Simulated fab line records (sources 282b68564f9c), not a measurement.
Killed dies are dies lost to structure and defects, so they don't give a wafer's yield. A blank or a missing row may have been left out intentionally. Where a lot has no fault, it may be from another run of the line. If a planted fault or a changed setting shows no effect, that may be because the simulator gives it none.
fab line records	flow rit_cmos
[record] lots = 6	wafers = 18	last_day = 5
route steps=202 shown GATE@83 REOX@98 NLDD@103 PLDD@114 M1@202
lots that met no fault: taken from a fault-free run of the same line
start_h: hours from the record's first day to the start of the lot's first wafer shown	wait_h: hours from the lot's prior step to this one	" the same as in the row above	L1.1+2: a row that stands for several wafers	- no value, or no start given	* or withheld: withheld	< > ~ a bound
route shown NAME@n: names a module that has steps shown in the file, with the first one's number in the route	usual: average and standard deviation across the fault-free wafers	same: alike in all rows	chamber/n: place in a boat	sites: per-site readings	_std_site: standard deviation of those values	_edge_site: the outer-site mean with the inner-site mean subtracted	radius_mm: for every site, how far away it sits from the centre of the wafer	mask NAME#n: copy n	behind: the tool/chamber that last shaped the wafer	hold: the reason the lot was held/the length of the hold in hours/how it ended	device: names the non-switching transistor (n, p or np)	end of line: the route-end tests of the same wafers	a step without rows: its recipe alone	killed: dies lost to structure and defects at the first sort, not the wafer's yield	map: a wafer's dies, marking killed ones x, the rest . and places with no die _
set.NAME: the setting the step ran with; set.NAME@STEP: the setting that earlier step ran with	model.NAME: the simulator's own value behind a step, which no gauge read
a table for each step, a row for each wafer; lots at some steps of the route
services: a tool's chamber out of use, with start hour (start_h, from the record's first day; less than 0 if before it), hours out, and reason
[[steps]]
[step RIT_GATE_THK_MEAS_07]
[recipe] reads = SiO2_of_GATE_OXIDATION_05
[usual] GATE_OXIDE_THK = 3.00/0.062
lot.wafer	tool	chamber	start_h	wait_h	GATE_OXIDE_THK[nm]
L315.1	film_metro-01	-	38.70	0.0	2.89
L315.3	"	-	"	"	2.86
L315.4	"	-	"	"	2.86
L321.1	film_metro-04	-	68.18	0.0	2.99
L321.2	"	-	"	"	3.01
L321.5	"	-	"	"	2.98
L324.4	film_metro-01	-	83.67	0.0	2.99
L324.5	"	-	"	"	2.95
L324.6	"	-	"	"	3.02
L325.1	film_metro-04	-	87.06	0.0	2.99
L325.2	"	-	"	"	2.98
L325.6	"	-	"	"	3.06
L327.2	film_metro-04	-	98.45	0.0	2.99
L327.3	"	-	"	"	2.93
L327.4	"	-	"	"	2.96
L329.1	film_metro-04	-	107.52	0.0	2.94
L329.3	"	-	"	"	3.08
L329.5	"	-	"	"	3.00
[step RIT_GATE_CVD_08]
[recipe] material = poly-Si	target_thk_nm = 250	temp_c = 610	precursor = SiH4	time_s = 2220	pressure_mtorr = 300	sih4_flow_sccm = 100
[step RIT_GATE_THK_MEAS_09]
[recipe] reads = poly-Si_of_GATE_CVD_08
[usual] GATE_POLY_THK = 249.3/2.4
lot.wafer	tool	chamber	start_h	wait_h	GATE_POLY_THK[nm]
L315.1	film_metro-01	-	41.55	0.0	250.0
L315.3	"	-	"	"	248.9
L315.4	"	-	"	"	250.2
L321.1	film_metro-03	-	69.86	0.0	249.3
L321.2	"	-	"	"	246.7
L321.5	"	-	"	"	248.9
L324.4	film_metro-04	-	87.60	0.0	246.8
L324.5	"	-	"	"	248.3
L324.6	"	-	"	"	247.9
L325.1	film_metro-04	-	90.61	0.0	248.7
L325.2	"	-	"	"	249.2
L325.6	"	-	"	"	248.2
L327.2	film_metro-01	-	100.37	0.0	248.3
L327.3	"	-	"	"	246.0
L327.4	"	-	"	"	246.3
L329.1	film_metro-01	-	109.20	0.0	246.0
L329.3	"	-	"	"	245.4
L329.5	"	-	"	"	247.7
[step RIT_GATE_HMDS_10]
[recipe] prime_time_s = 60	prime_temp_c = 140
[step RIT_GATE_COAT_11]
[recipe] resist = NOVOLAK	spin_rpm = 4250	resist_thk_nm = 850
[step RIT_GATE_SOFTBAKE_12]
[recipe] resist = NOVOLAK	temp_c = 90	time_s = 60
[step RIT_GATE_EXPOSE_13]
[recipe] mask_id = M6	na = 0.6	source_shape = conventional	sigma_outer = 0.6	target_cd_nm = 150	dose_mj = 380
[step RIT_GATE_PEB_14]
[recipe] resist = NOVOLAK	temp_c = withheld	time_s = withheld
[step RIT_GATE_DEVELOP_15]
[recipe] resist = NOVOLAK	develop_time_s = 50	dev_temp_c = 21.83
[step RIT_GATE_CD_MEAS_16]
[recipe] target_cd_nm = 150
[usual] cd_nm = 150.0/2.1
lot.wafer	tool	chamber	start_h	wait_h	cd_nm
L315.1	cd_sem-02	-	42.76	-	149.6
L315.3	"	-	"	"	151.8
L315.4	"	-	"	"	153.6
L321.1	cd_sem-01	-	70.77	-	150.2
L321.2	"	-	"	"	149.7
L321.5	"	-	"	"	151.0
L324.4	cd_sem-02	-	88.81	-	151.7
L324.5	"	-	"	"	150.8
L324.6	"	-	"	"	152.0
L325.1	cd_sem-02	-	91.52	-	146.1
L325.2	"	-	"	"	147.7
L325.6	"	-	"	"	145.5
L327.2	cd_sem-01	-	101.29	-	148.4
L327.3	"	-	"	"	152.3
L327.4	"	-	"	"	149.4
L329.1	cd_sem-02	-	110.24	-	148.5
L329.3	"	-	"	"	150.1
L329.5	"	-	"	"	148.8
[step RIT_GATE_OVL_MEAS_17]
[usual] GATE_OVL = -0.9/1.4
lot.wafer	tool	chamber	start_h	wait_h	GATE_OVL[nm]
L315.1	overlay-01	-	42.91	0.1	-2.0
L315.3	"	-	"	"	-1.0
L315.4	"	-	"	"	-1.9
L321.1	overlay-01	-	70.89	0.1	-0.4
L321.2	"	-	"	"	0.4
L321.5	"	-	"	"	-0.5
L324.4	overlay-02	-	88.89	0.1	-1.4
L324.5	"	-	"	"	-0.6
L324.6	"	-	"	"	-0.5
L325.1	overlay-01	-	91.64	0.1	-2.0
L325.2	"	-	"	"	-1.5
L325.6	"	-	"	"	-1.0
L327.2	overlay-02	-	101.39	0.1	-0.8
L327.3	"	-	"	"	1.8
L327.4	"	-	"	"	0.5
L329.1	overlay-02	-	110.36	0.1	-0.7
L329.3	"	-	"	"	2.1
L329.5	"	-	"	"	1.6
[step RIT_GATE_HARDBAKE_18]
[recipe] resist = NOVOLAK	temp_c = 140	time_s = 60
[step RIT_GATE_ETCH_19]
[recipe] chemistry = SF6/CHF3/O2	time_s = 172.7	SF6_flow_sccm = 30	CHF3_flow_sccm = 30	O2_flow_sccm = 5	target = poly-Si	pressure_mtorr = 40	rf_w = 160	target_depth_a = 3125	over_etch_frac = 0.25	stop_on = SiO2
[usual] SF6_flow_sccm = 30.00/0.1	drypump_motor_current_A = 5.8/0.62	oes_product_au = 0.845/0.011	throttle_valve_pct = 10.22/0.12
lot.wafer	tool	chamber	start_h	wait_h	SF6_flow_sccm	drypump_motor_current_A	oes_product_au	rf_hours_counter_h	throttle_valve_pct
L315.1	rie_si-02	3	43.12	0.1	30.02	6.3	0.864	1	10.20
L315.3	"	0	"	"	30.01	6.4	0.830	25	10.58
L315.4	"	1	"	"	30.08	5.2	0.847	26	10.05
L321.1	rie_si-02	2	71.08	0.1	29.95	6.0	0.829	69	10.22
L321.2	"	3	"	"	30.06	6.4	0.851	2	10.22
L321.5	"	2	"	"	29.98	6.0	0.821	-	10.23
L324.4	rie_si-01	0	89.06	0.1	29.98	5.1	0.836	146	10.22
L324.5	"	3	"	"	30.10	5.6	0.840	-	10.21
L324.6	"	0	"	"	30.03	5.1	0.845	-	10.20
L325.1	rie_si-02	2	91.82	0.1	29.92	6.0	0.834	69	10.21
L325.2	"	0	"	"	29.89	6.4	0.836	25	10.56
L325.6	"	1	"	"	29.98	5.2	0.859	-	10.04
L327.2	rie_si-02	0	101.58	0.1	30.11	6.4	0.834	25	10.55
L327.3	"	2	"	"	29.76	6.0	0.820	69	10.22
L327.4	"	3	"	"	30.08	6.3	0.854	2	10.20
L329.1	rie_si-02	3	110.54	0.1	29.82	6.3	0.845	2	10.20
L329.3	"	1	"	"	29.86	5.2	0.836	26	10.06
L329.5	"	1	"	"	29.84	5.2	0.835	-	10.07
[step RIT_GATE_STRIP_20]
[recipe] chemistry = O2	time_s = 180	resist = NOVOLAK	platen_temp_c = withheld	power_w = 500	pressure_mtorr = 4000	o2_flow_sccm = 4000
[usual] drypump_motor_current_A = 5.8/0.56	rf_refl_power_W = 8.1/1.5
lot.wafer	tool	chamber	start_h	wait_h	drypump_motor_current_A	rf_hours_counter_h	rf_refl_power_W
L315.1	plasma_asher-04	0	43.33	0.2	5.8	41	7.4
L315.3	"	0	"	"	5.8	-	7.5
L315.4	"	1	"	"	6.9	-	5.6
L321.1	plasma_asher-04	0	71.19	0.1	5.8	44	7.3
L321.2	"	1	"	"	6.9	44	5.3
L321.5	"	0	"	"	5.8	-	7.6
L324.4	plasma_asher-01	1	89.23	0.1	5.1	-	8.2
L324.5	"	0	"	"	5.8	-	9.7
L324.6	"	1	"	"	5.1	-	8.0
L325.1	plasma_asher-01	1	91.93	0.1	5.1	29	8.2
L325.2	"	0	"	"	5.8	29	9.8
L325.6	"	1	"	"	5.1	-	8.2
L327.2	plasma_asher-01	1	101.69	0.1	5.1	30	8.1
L327.3	"	1	"	"	5.1	-	8.5
L327.4	"	0	"	"	5.8	-	9.8
L329.1	plasma_asher-01	1	110.65	0.1	5.1	31	7.7
L329.3	"	0	"	"	5.8	-	9.8
L329.5	"	0	"	"	5.8	-	9.7
[step RIT_GATE_CD_MEAS_90]
[recipe] target_cd_nm = 150
[usual] cd_nm = 149.9/2.1
lot.wafer	tool	chamber	start_h	wait_h	cd_nm
L315.1	cd_sem-02	-	43.51	0.1	149.2
L315.3	"	-	"	"	151.4
L315.4	"	-	"	"	153.2
L321.1	cd_sem-01	-	71.36	0.1	150.2
L321.2	"	-	"	"	150.0
L321.5	"	-	"	"	150.9
L324.4	cd_sem-02	-	89.40	0.1	151.2
L324.5	"	-	"	"	150.6
L324.6	"	-	"	"	151.2
L325.1	cd_sem-02	-	92.11	0.1	146.3
L325.2	"	-	"	"	147.4
L325.6	"	-	"	"	145.4
L327.2	cd_sem-01	-	101.88	0.1	148.8
L327.3	"	-	"	"	152.9
L327.4	"	-	"	"	150.1
L329.1	cd_sem-01	-	110.82	0.1	148.5
L329.3	"	-	"	"	150.4
L329.5	"	-	"	"	148.7
[step RIT_REOX_CLEAN_00]
[recipe] chemistry = SC1	mix = 3:3:50	time_s = 600	temp_c = 75
[step RIT_REOX_CLEAN_01]
[recipe] chemistry = dHF	dilution = 50:1	time_s = 30
[step RIT_REOX_CLEAN_02]
[recipe] chemistry = SC2	mix = 3:3:50	time_s = 600	temp_c = 75	dry = n2_spin
[step RIT_REOX_OXIDATION_03]
[recipe] temp_c = 900	ambient = O2	target_thk_a = 252	ox_time_s = 5580
[step RIT_REOX_THK_MEAS_04]
[recipe] reads = SiO2_of_REOX_OXIDATION_03
[usual] REOX_OXIDE_THK = 25.1/0.43
lot.wafer	tool	chamber	start_h	wait_h	REOX_OXIDE_THK[nm]
L315.1	film_metro-01	-	46.54	0.0	24.8
L315.3	"	-	"	"	24.7
L315.4	"	-	"	"	25.0
L321.1	film_metro-04	-	74.40	0.0	25.5
L321.2	"	-	"	"	25.4
L321.5	"	-	"	"	25.6
L324.4	film_metro-01	-	93.39	0.0	24.6
L324.5	"	-	"	"	24.9
L324.6	"	-	"	"	25.2
L325.1	film_metro-01	-	95.80	0.0	25.6
L325.2	"	-	"	"	25.5
L325.6	"	-	"	"	25.4
L327.2	film_metro-01	-	104.91	0.0	25.0
L327.3	"	-	"	"	25.0
L327.4	"	-	"	"	24.9
L329.1	film_metro-01	-	114.99	0.0	25.6
L329.3	"	-	"	"	25.3
L329.5	"	-	"	"	24.9
[step RIT_NLDD_HMDS_00]
[recipe] prime_time_s = 60	prime_temp_c = 140
[step RIT_NLDD_COAT_01]
[recipe] resist = NOVOLAK	spin_rpm = 3250	resist_thk_nm = 1000
[step RIT_NLDD_SOFTBAKE_02]
[recipe] resist = NOVOLAK	temp_c = 90	time_s = 60
[step RIT_NLDD_EXPOSE_03]
[recipe] mask_id = M7	na = 0.57	target_cd_nm = 40700	dose_mj = 250
[step RIT_NLDD_PEB_04]
[recipe] resist = NOVOLAK	temp_c = withheld	time_s = withheld
[step RIT_NLDD_DEVELOP_05]
[recipe] resist = NOVOLAK	develop_time_s = 52.44	dev_temp_c = 23
[step RIT_NLDD_OVL_MEAS_06]
[usual] NLDD_OVL = 0.1/1.3
lot.wafer	tool	chamber	start_h	wait_h	NLDD_OVL[nm]
L315.1	overlay-01	-	47.58	-	1.4
L315.3	"	-	"	"	-0.1
L315.4	"	-	"	"	2.2
L321.1	overlay-01	-	75.48	-	-0.4
L321.2	"	-	"	"	-0.2
L321.5	"	-	"	"	-0.1
L324.4	overlay-01	-	94.32	-	0.3
L324.5	"	-	"	"	0.0
L324.6	"	-	"	"	-0.9
L325.1	overlay-01	-	96.83	-	0.0
L325.2	"	-	"	"	-2.1
L325.6	"	-	"	"	-1.8
L327.2	overlay-01	-	105.94	-	0.7
L327.3	"	-	"	"	-0.9
L327.4	"	-	"	"	0.8
L329.1	overlay-02	-	115.90	-	-0.8
L329.3	"	-	"	"	-0.8
L329.5	"	-	"	"	0.7
[step RIT_NLDD_HARDBAKE_07]
[recipe] resist = NOVOLAK	temp_c = 140	time_s = 60
[step RIT_NLDD_IMPLANT_08]
[recipe] species = P	energy_kev = 20	dose_cm2 = 5e+14	tilt_deg = 7
[step RIT_NLDD_STRIP_09]
[recipe] chemistry = O2	time_s = 180	resist = NOVOLAK	platen_temp_c = withheld	power_w = 500	pressure_mtorr = 4000	o2_flow_sccm = 4000
[usual] drypump_motor_current_A = 5.39/0.27	rf_refl_power_W = 8.2/1.5
lot.wafer	tool	chamber	start_h	wait_h	drypump_motor_current_A	rf_hours_counter_h	rf_refl_power_W
L315.1	plasma_asher-01	0	47.91	0.1	5.82	24	9.7
L315.3	"	0	"	"	5.83	-	9.8
L315.4	"	1	"	"	5.09	-	8.2
L321.1	plasma_asher-02	1	75.81	0.1	5.42	42	8.3
L321.2	"	0	"	"	5.61	42	9.7
L321.5	"	1	"	"	5.41	-	8.2
L324.4	plasma_asher-01	1	94.69	0.1	5.08	-	8.4
L324.5	"	0	"	"	5.83	-	9.8
L324.6	"	1	"	"	5.08	-	8.3
L325.1	plasma_asher-03	0	97.17	0.1	5.14	46	6.5
L325.2	"	1	"	"	5.12	46	5.2
L325.6	"	0	"	"	5.13	-	6.4
L327.2	plasma_asher-01	0	106.27	0.1	5.81	31	9.7
L327.3	"	0	"	"	5.81	-	9.7
L327.4	"	1	"	"	5.09	-	8.0
L329.1	plasma_asher-01	1	116.30	0.2	5.10	32	7.8
L329.3	"	1	"	"	5.10	-	8.1
L329.5	"	0	"	"	5.83	-	9.6
[step RIT_NLDD_TW_MEAS_10]
[usual] NLDD_TW = 2489/22
lot.wafer	tool	chamber	start_h	wait_h	NLDD_TW
L315.1	film_metro-04	-	48.09	0.1	2522
L315.3	"	-	"	"	2530
L315.4	"	-	"	"	2540
L321.1	film_metro-04	-	75.99	0.1	2521
L321.2	"	-	"	"	2527
L321.5	"	-	"	"	2525
L324.4	film_metro-02	-	94.84	0.1	2466
L324.5	"	-	"	"	2474
L324.6	"	-	"	"	2475
L325.1	film_metro-02	-	97.34	0.1	2470
L325.2	"	-	"	"	2475
L325.6	"	-	"	"	2466
L327.2	film_metro-03	-	106.46	0.1	2512
L327.3	"	-	"	"	2480
L327.4	"	-	"	"	2495
L329.1	film_metro-02	-	116.47	0.1	2471
L329.3	"	-	"	"	2468
L329.5	"	-	"	"	2497
[step RIT_PLDD_HMDS_00]
[recipe] prime_time_s = 60	prime_temp_c = 140
[step RIT_PLDD_COAT_01]
[recipe] resist = NOVOLAK	spin_rpm = 3250	resist_thk_nm = 1000
[step RIT_PLDD_SOFTBAKE_02]
[recipe] resist = NOVOLAK	temp_c = 90	time_s = 60
[step RIT_PLDD_EXPOSE_03]
[recipe] mask_id = M8	na = 0.57	target_cd_nm = 40900	dose_mj = 250
[step RIT_PLDD_PEB_04]
[recipe] resist = NOVOLAK	temp_c = withheld	time_s = withheld
[step RIT_PLDD_DEVELOP_05]
[recipe] resist = NOVOLAK	develop_time_s = 50	dev_temp_c = 23
[step RIT_PLDD_OVL_MEAS_06]
[usual] PLDD_OVL = -1.9/1.3
lot.wafer	tool	chamber	start_h	wait_h	PLDD_OVL[nm]
L315.1	overlay-01	-	49.00	-	-0.3
L315.3	"	-	"	"	-1.5
L315.4	"	-	"	"	0.0
L321.1	overlay-02	-	76.90	-	-2.7
L321.2	"	-	"	"	-2.6
L321.5	"	-	"	"	-4.1
L324.4	overlay-01	-	95.91	-	-1.8
L324.5	"	-	"	"	-1.2
L324.6	"	-	"	"	-1.2
L325.1	overlay-02	-	98.38	-	-2.8
L325.2	"	-	"	"	-2.7
L325.6	"	-	"	"	-1.8
L327.2	overlay-01	-	107.42	-	-1.7
L327.3	"	-	"	"	-0.2
L327.4	"	-	"	"	-3.5
L329.1	overlay-01	-	117.38	-	-1.4
L329.3	"	-	"	"	-4.7
L329.5	"	-	"	"	-2.2
[step RIT_PLDD_HARDBAKE_07]
[recipe] resist = NOVOLAK	temp_c = 140	time_s = 60
[step RIT_PLDD_IMPLANT_08]
[recipe] species = BF2	energy_kev = 20	dose_cm2 = 9e+14	tilt_deg = 7
[step RIT_PLDD_STRIP_09]
[recipe] chemistry = O2	time_s = 180	resist = NOVOLAK	platen_temp_c = withheld	power_w = 500	pressure_mtorr = 4000	o2_flow_sccm = 4000
[usual] drypump_motor_current_A = 5.7/0.62	rf_refl_power_W = 7.2/1.6
lot.wafer	tool	chamber	start_h	wait_h	drypump_motor_current_A	rf_hours_counter_h	rf_refl_power_W
L315.1	plasma_asher-03	0	49.34	0.1	5.2	41	6.7
L315.3	"	0	"	"	5.2	-	6.7
L315.4	"	1	"	"	5.1	-	5.5
L321.1	plasma_asher-01	0	77.23	0.1	5.8	28	9.6
L321.2	"	1	"	"	5.1	28	8.7
L321.5	"	0	"	"	5.8	-	9.6
L324.4	plasma_asher-04	0	96.28	0.1	5.8	-	7.5
L324.5	"	1	"	"	6.9	-	5.3
L324.6	"	0	"	"	5.8	-	7.6
L325.1	plasma_asher-04	0	98.72	0.1	5.8	47	7.6
L325.2	"	1	"	"	6.8	47	5.4
L325.6	"	0	"	"	5.8	-	7.4
L327.2	plasma_asher-03	1	107.75	0.1	5.2	47	5.5
L327.3	"	0	"	"	5.1	-	6.5
L327.4	"	1	"	"	5.2	-	5.4
L329.1	plasma_asher-01	0	117.72	0.1	5.8	33	9.9
L329.3	"	1	"	"	5.1	-	8.2
L329.5	"	1	"	"	5.1	-	8.0
[step RIT_PLDD_TW_MEAS_10]
[usual] PLDD_TW = 2357/21
lot.wafer	tool	chamber	start_h	wait_h	PLDD_TW
L315.1	film_metro-02	-	49.51	0.1	2340
L315.3	"	-	"	"	2324
L315.4	"	-	"	"	2322
L321.1	film_metro-03	-	77.41	0.1	2348
L321.2	"	-	"	"	2349
L321.5	"	-	"	"	2338
L324.4	film_metro-02	-	96.43	0.1	2343
L324.5	"	-	"	"	2334
L324.6	"	-	"	"	2344
L325.1	film_metro-02	-	98.89	0.1	2347
L325.2	"	-	"	"	2340
L325.6	"	-	"	"	2343
L327.2	film_metro-02	-	107.93	0.1	2331
L327.3	"	-	"	"	2336
L327.4	"	-	"	"	2336
L329.1	film_metro-03	-	117.89	0.1	2354
L329.3	"	-	"	"	2352
L329.5	"	-	"	"	2352
[step RIT_M1_PROBE_99]
[usual] killed_at_M0_to_M3 = 0.0/0.12	killed_at_contacts = 0.0/0.16	killed_at_front_end = 7.1/2.7	killed_dies = 7.2/2.7	killed_on_rim = 1.9/1.2	killed_open = 3.5/1.9	killed_short = 3.6/1.9
[same] gross_dies = 264	killed_at_M4_up = 0	killed_at_back_side = 0	killed_at_other = 0
lot.wafer	tool	chamber	start_h	wait_h	killed_at_M0_to_M3	killed_at_contacts	killed_at_front_end	killed_dies	killed_on_rim	killed_open	killed_short
L315.1	prober-02	-	63.34	0.1	0	0	9	9	3	5	4
L315.3	prober-02	-	63.44	0.2	0	0	3	3	0	0	3
L315.4	prober-02	-	63.49	0.2	0	0	6	6	1	2	4
L321.1	prober-02	-	91.79	0.1	0	1	6	7	2	3	4
L321.2	prober-02	-	91.84	0.1	1	0	8	9	4	3	5
L321.5	prober-02	-	91.99	0.2	0	0	9	9	4	7	2
L324.4	prober-01	-	110.24	0.2	0	0	7	7	2	3	4
L324.5	prober-01	-	110.29	0.2	0	0	10	10	4	5	5
L324.6	prober-01	-	110.34	0.2	0	1	3	4	1	1	3
L325.1	prober-02	-	112.45	0.1	0	0	7	7	3	6	1
L325.2	prober-02	-	112.50	0.1	0	0	6	6	1	6	0
L325.6	prober-02	-	112.70	0.2	0	0	7	7	2	1	6
L327.2	prober-02	-	121.89	0.1	0	0	29	29	1	2	2
L327.3	prober-02	-	121.94	0.2	0	0	26	26	8	4	2
L327.4	prober-02	-	121.99	0.2	0	0	39	39	4	4	5
L329.1	prober-02	-	131.42	0.1	0	0	36	36	2	6	2
L329.3	prober-02	-	131.52	0.2	0	0	23	23	9	3	3
L329.5	prober-02	-	131.62	0.2	0	0	20	20	8	3	3
// killed by level:class
L315.1 GATE:geometric_particle:open=2 GATE:geometric_particle:short=2 SPACER:geometric_particle:open=2 FOX2:geometric_particle:short=1 SILICIDE:geometric_particle:short=1 SILICIDE:geometric_particle:open=1
L315.3 GATE:geometric_particle:short=2 SILICIDE:geometric_particle:short=1
L315.4 REOX:geometric_particle:short=2 SILICIDE:geometric_particle:open=2 GATE:geometric_particle:short=1 SILICIDE:geometric_particle:short=1
L321.1 GATE:geometric_particle:short=2 REOX:geometric_particle:short=2 FOX1:geometric_particle:open=1 REOX:geometric_particle:open=1 CONTACT:geometric_particle:open=1
L321.2 REOX:geometric_particle:short=2 SILICIDE:geometric_particle:open=2 SILICIDE:geometric_particle:short=2 FOX1:geometric_particle:short=1 REOX:geometric_particle:open=1 M1:coat_microbubble_printed=1
L321.5 FOX1:geometric_particle:open=2 GATE:geometric_particle:short=2 SILICIDE:geometric_particle:open=2 GATE:geometric_particle:open=1 REOX:geometric_particle:open=1 SPACER:geometric_particle:open=1
L324.4 SPACER:geometric_particle:short=2 FOX1:geometric_particle:open=1 GATE:geometric_particle:open=1 GATE:geometric_particle:short=1 REOX:geometric_particle:open=1 REOX:geometric_particle:short=1
L324.5 GATE:geometric_particle:short=4 GATE:geometric_particle:open=3 FOX1:geometric_particle:open=2 SPACER:geometric_particle:short=1
L324.6 GATE:geometric_particle:short=1 GATE:geometric_particle:open=1 REOX:geometric_particle:short=1 CONTACT:geometric_particle:short=1
L325.1 FOX1:geometric_particle:open=2 SPACER:geometric_particle:open=2 GATE:geometric_particle:open=1 SILICIDE:geometric_particle:open=1 SILICIDE:geometric_particle:short=1
L325.2 FOX1:geometric_particle:open=3 GATE:geometric_particle:open=2 SPACER:geometric_particle:open=1
L325.6 GATE:geometric_particle:short=4 FOX1:geometric_particle:short=1 GATE:geometric_particle:open=1 SPACER:geometric_particle:short=1
L327.2 GATE:unspecified=25 FOX1:geometric_particle:open=1 GATE:geometric_particle:open=1 GATE:geometric_particle:short=1 SILICIDE:geometric_particle:short=1
L327.3 GATE:unspecified=20 GATE:geometric_particle:open=2 REOX:geometric_particle:open=2 GATE:geometric_particle:short=1 REOX:geometric_particle:short=1
L327.4 GATE:unspecified=30 FOX1:geometric_particle:short=2 GATE:geometric_particle:short=2 FOX1:geometric_particle:open=1 GATE:geometric_particle:open=1 REOX:geometric_particle:short=1 REOX:geometric_particle:open=1 SILICIDE:geometric_particle:open=1
L329.1 GATE:unspecified=28 GATE:geometric_particle:open=4 GATE:geometric_particle:short=1 REOX:geometric_particle:open=1 SPACER:geometric_particle:open=1 SILICIDE:geometric_particle:short=1
L329.3 GATE:unspecified=17 GATE:geometric_particle:open=1 REOX:geometric_particle:open=1 REOX:geometric_particle:short=1 SPACER:geometric_particle:open=1 SPACER:geometric_particle:short=1 SILICIDE:geometric_particle:short=1
L329.5 GATE:unspecified=14 SPACER:geometric_particle:open=2 GATE:geometric_particle:short=1 REOX:geometric_particle:short=1 SPACER:geometric_particle:short=1 SILICIDE:geometric_particle:open=1
// map L327.4 (x killed, . not)
________......._______
_____.....xx.....x____
____...x.xxxx.....x___
___x...xxxxxxx......__
__....xxxxxxx........_
__...x.xxxxxxx......._
_.......x..x..........
_.....x..x............
_.....................
_.......x.......x.....
__..................._
__..................._
___.................__
____...............___
_____.............____
________....x.._______
// map L329.1 (x killed, . not)
________...x..._______
_____....x.x......____
____....xxxx...x...___
___....xxxxxxx.x....__
__......xxxxx........_
__.....x.xxxxxx......_
_........x.xx.........
_.....................
_...............x.....
_....x.............x..
__..................._
__........x.........._
___.x...............__
____...............___
_____.............____
________......._______
[[services]]
tool	chamber	start_h	hours	kind
rie_si-02	-	38.38	2.8	pm
plasma_asher-01	-	40.98	2.3	repair
plasma_asher-02	-	41.58	7.8	repair
rie_si-01	-	68.70	0.4	repair
rie_si-02	1	93.27	1.1	repair
plasma_asher-03	-	108.75	9.0	pm
plasma_asher-03	0	108.75	9.0	vent_cycle
plasma_asher-03	1	108.75	9.0	vent_cycle
plasma_asher-02	-	109.58	2.8	pm
plasma_asher-03	0	117.75	-	clean
plasma_asher-03	1	117.75	-	clean
[[key]]
[first_sign] step = RIT_M1_PROBE_99	reading = killed_at_front_end	direction = up	sigmas = 8	usual = 7.1	struck = 28.8
[effect] step = RIT_M1_PROBE_99	reading = killed_dies	direction = up	sigmas = 8	usual = 7.2	struck = 28.8
met_at RIT_GATE_ETCH_19
struck_wafers L327.2,L327.3,L327.4,L329.1,L329.3,L329.5
tester_left_out L327,L329
onset_between 91.82 101.58
also_fits time
[fault] kind = chamber_particle_source	tool = rie_si-02	chamber = -	onset_h = 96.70	steps = RIT_GATE_ETCH_19	rate_per_visit_cm2 = 0.5164	end_h = 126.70
// tester_left_out: of these lots the tester's yield and bins aren't shown, on N5 and GAA mostly nor the transistor test; their killed dies are dies lost to structure and defects alone, not to doping, threshold or leakage, so they don't give the yield
